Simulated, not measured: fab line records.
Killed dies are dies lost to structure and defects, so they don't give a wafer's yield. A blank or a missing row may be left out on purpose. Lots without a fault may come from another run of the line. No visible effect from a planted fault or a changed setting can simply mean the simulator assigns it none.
What tool caused it? -- flow rit-cmos -- 45 wafers from 15 lots sampled at 2 of the route's 202 steps

== WHAT THE GAUGES SHOWED, per wafer ==
RIT_WELLDRIVE_RS_MEAS_01: a four-point-probe measurement. Usual: NWELL_RS typically reads 275.5 ohm/sq, with standard deviation 0.66.
lot,measured,on,NWELL_RS (ohm/sq),flag
L177,day 2 09:04,film-metro-03,274.8 275.2 274.4,
L179,day 2 20:40,film-metro-03,274.8 275.1 275.3,
L180,day 2 21:31,film-metro-04,276.2 276.0 275.3,
L182,day 3 10:13,film-metro-03,275.9 277.3 275.9,
L184,day 3 17:16,film-metro-03,275.8 276.3 275.4,
L185,day 4 00:08,film-metro-03,275.8 275.3 275.3,
L187,day 4 07:52,film-metro-01,281.4 281.7 282.1,OFF
L189,day 4 20:54,film-metro-03,282.5 281.8 282.4,OFF
L190,day 4 21:26,film-metro-01,283.8 284.1 282.6,OFF
L191,day 5 05:05,film-metro-03,275.6 275.5 274.9,
L192,day 5 10:28,film-metro-04,274.1 275.0 275.7,
L195,day 6 07:52,film-metro-03,275.2 275.1 274.9,
L197,day 6 19:18,film-metro-04,275.7 276.0 274.8,
L199,day 7 00:52,film-metro-03,274.8 273.7 274.9,
L200,day 7 08:30,film-metro-01,276.8 275.9 276.4,

== WHICH TOOL RAN EACH LOT (tool, then ch and the chambers of the sampled wafers, then the start) ==
lot,RIT_NWELL_IMPLANT_08
L177,"implanter-02 ch 0, day 2 01:02"
L179,"implanter-01 ch 0, day 2 12:58"
L180,"implanter-02 ch 0, day 2 13:49"
L182,"implanter-02 ch 0, day 3 01:40"
L184,"implanter-03 ch 0, day 3 09:12"
L185,"implanter-02 ch 0, day 3 16:44"
L187,"implanter-02 ch 0, day 4 00:40"
L189,"implanter-02 ch 0, day 4 12:19"
L190,"implanter-02 ch 0, day 4 14:25"
L191,"implanter-01 ch 0, day 4 20:47"
L192,"implanter-01 ch 0, day 5 03:14"
L195,"implanter-01 ch 0, day 5 16:18"
L197,"implanter-01 ch 0, day 6 11:57"
L199,"implanter-01 ch 0, day 6 16:30"
L200,"implanter-02 ch 0, day 7 01:16"
- RIT_NWELL_IMPLANT_08

== AS READ BY THE TOOLS THEMSELVES (means over the sampled wafers that have a number; for cases with no such wafer, the mark the record gives instead) ==
RIT_NWELL_IMPLANT_08. Usual: beam-energy-keV 170.00, standard deviation 0.054; dose-ions-cm2 5e+13, standard deviation 5.3e+10.
lot,tool,beam-energy-keV,dose-ions-cm2,flag
L177,implanter-02,169.94,5e+13,
L179,implanter-01,169.98,5e+13,
L180,implanter-02,170.00,5e+13,
L182,implanter-02,170.02,5e+13,
L184,implanter-03,169.97,5e+13,
L185,implanter-02,170.00,5e+13,
L187,implanter-02,170.06,5e+13,
L189,implanter-02,170.00,5e+13,
L190,implanter-02,169.96,5e+13,
L191,implanter-01,169.95,5e+13,
L192,implanter-01,169.95,5e+13,
L195,implanter-01,170.00,5e+13,
L197,implanter-01,169.99,5e+13,
L199,implanter-01,170.00,5e+13,
L200,implanter-02,170.03,5e+13,

== THE ANSWER, worked out from the rows above alone ==
Rule: take the mean of a lot's wafers that have a number; if it is more than 3 standard deviations from the usual mean, the lot is off. Also off: a lot with no number at a reading for which 4 or more lots have one. All remaining lots with rows at the step are treated as sound. First the gauges in route order, then the tools' own readings, where a lot's mean is used as printed above. At the first step where some lot is off, the reading lying furthest off is the one used; lots without a number count as furthest.
Off: L187, L189, L190, at RIT_WELLDRIVE_RS_MEAS_01 (NWELL_RS).
A tool fits if, at a process step before that reading, it ran every lot that is off, and no sound lot after the first of them. The gauges at RIT_WELLDRIVE_RS_MEAS_01 are tried like those tools. Of those tried, none fits.

== WHAT THE SIMULATOR HAD INSERTED ==
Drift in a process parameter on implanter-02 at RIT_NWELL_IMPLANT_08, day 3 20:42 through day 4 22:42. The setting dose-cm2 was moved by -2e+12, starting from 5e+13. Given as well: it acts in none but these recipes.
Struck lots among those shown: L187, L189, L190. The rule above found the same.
